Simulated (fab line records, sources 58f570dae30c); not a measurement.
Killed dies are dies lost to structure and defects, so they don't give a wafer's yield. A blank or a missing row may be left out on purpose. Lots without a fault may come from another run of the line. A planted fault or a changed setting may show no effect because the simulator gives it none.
Which tool did it? | flow berkeley_cmos170 | 14 lots, 42 wafers sampled, at 2 steps of a route of 331

WHAT THE GAUGES READ, wafer by wafer
UCB170_NLDD_CD_MEAS_06: target cd 1200 nm. Usual: cd_nm 1200.1 nm, standard deviation 1.4.
lot  | measured     | on        | cd_nm (nm)           | flag
L631 | day 6 04:55  | cd_sem-01 | 1201.6 1200.2 1201.6 |
L632 | day 6 15:46  | cd_sem-02 | 1198.1 1197.0 1198.1 |
L635 | day 7 01:37  | cd_sem-01 | 1199.6 1199.6 1199.5 |
L636 | day 7 07:16  | cd_sem-02 | 1203.0 1200.9 1202.0 |
L638 | day 7 07:34  | cd_sem-02 | 1200.6 1200.7 1200.3 |
L640 | day 7 23:52  | cd_sem-01 | 1200.6 1200.3 1199.7 |
L641 | day 8 08:38  | cd_sem-02 | 1208.5 1209.4 1210.2 | OFF
L643 | day 8 22:32  | cd_sem-02 | 1208.2 1209.5 1208.5 | OFF
L647 | day 9 05:05  | cd_sem-01 | 1200.0 1199.7 1199.8 |
L649 | day 10 01:00 | cd_sem-01 | 1198.7 1198.1 1199.8 |
L651 | day 10 01:15 | cd_sem-02 | 1202.2 1200.5 1201.1 |
L648 | day 10 03:11 | cd_sem-01 | 1200.0 1200.0 1198.6 |
L652 | day 10 08:08 | cd_sem-01 | 1197.7 1199.2 1199.3 |
L654 | day 10 15:27 | cd_sem-01 | 1198.9 1199.4 1198.3 |

WHICH TOOL RAN EACH LOT (tool, then ch and the chambers of the sampled wafers, then the start)
lot  | UCB170_NLDD_SOFTBAKE_02
L631 | litho_track-04 ch 0, day 6 04:20
L632 | litho_track-04 ch 0, day 6 14:56
L635 | litho_track-02 ch 0, day 7 01:05
L636 | litho_track-03 ch 0, day 7 05:56
L638 | litho_track-03 ch 0, day 7 06:25
L640 | litho_track-02 ch 0, day 7 23:02
L641 | litho_track-02 ch 0, day 8 07:37
L643 | litho_track-02 ch 0, day 8 21:52
L647 | litho_track-04 ch 0, day 9 04:13
L649 | litho_track-04 ch 0, day 10 00:02
L651 | litho_track-04 ch 0, day 10 00:28
L648 | litho_track-04 ch 0, day 10 02:31
L652 | litho_track-04 ch 0, day 10 07:12
L654 | litho_track-04 ch 0, day 10 14:29
- UCB170_NLDD_SOFTBAKE_02: time 60 s.

WHAT THE TOOLS THEMSELVES READ (means of the sampled wafers that have a number; where no wafer has one, the mark that the record gives instead)
UCB170_NLDD_SOFTBAKE_02. Usual: heater_power_total_W 56.79 W, standard deviation 0.042; plate_temp_C 129.98 C, standard deviation 0.13.
lot  | tool           | heater_power_total_W (W) | plate_temp_C (C) | flag
L631 | litho_track-04 | 56.81                    | 129.97           |
L632 | litho_track-04 | 56.79                    | 129.91           |
L635 | litho_track-02 | 56.80                    | 129.82           |
L636 | litho_track-03 | 56.80                    | 130.04           |
L638 | litho_track-03 | 56.78                    | 129.79           |
L640 | litho_track-02 | 56.80                    | 129.95           |
L641 | litho_track-02 | 58.43                    | 132.89           | OFF
L643 | litho_track-02 | 58.46                    | 132.99           | OFF
L647 | litho_track-04 | 56.79                    | 129.99           |
L649 | litho_track-04 | 56.79                    | 129.97           |
L651 | litho_track-04 | 56.80                    | 130.14           |
L648 | litho_track-04 | 56.78                    | 130.11           |
L652 | litho_track-04 | 56.76                    | 130.03           |
L654 | litho_track-04 | 56.80                    | 129.99           |

THE ANSWER, worked out from the rows above alone
Rule: a lot is off if the mean of its wafers that have a number lies more than 3 standard deviations from the usual mean. A lot without any number at a reading at which 4 lots or more have one is off too. The other lots that the step has rows for count as sound. The gauges are gone through in route order, then the tools' own readings, and for those a lot's mean is taken as printed above. The first step at which some lot is off is used, and at that step the reading that is off furthest; a lot without a number counts as furthest.
Off: L641, L643, at UCB170_NLDD_CD_MEAS_06 (cd_nm).
A tool fits if, at a process step before that reading, it ran every lot that is off, and no sound lot after the first of them. The gauges at UCB170_NLDD_CD_MEAS_06 aren't tried: what is off there is off at UCB170_NLDD_SOFTBAKE_02 too, on other tools, and a gauge's error can't cause that. One fits: litho_track-02 at UCB170_NLDD_SOFTBAKE_02. Its last sound lot is L640 (day 7 23:02), its first lot that is off L641 (day 8 07:37): a fault that began between those two fits.
The tool's own readings at UCB170_NLDD_SOFTBAKE_02 bear it out: on the lots that are off they differ by more than 5 times the standard deviation of the sound lots' means. heater_power_total_W reads 58.45 W there against 56.79 W on the sound lots; plate_temp_C reads 132.94 C there against 129.98 C on the sound lots.

WHAT THE SIMULATOR HAD PUT IN
Process parameter drift: litho_track-02, from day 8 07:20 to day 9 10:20, at UCB170_NLDD_SOFTBAKE_02. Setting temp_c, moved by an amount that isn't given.
Lots struck among those shown: L641, L643. The rule above found the same.
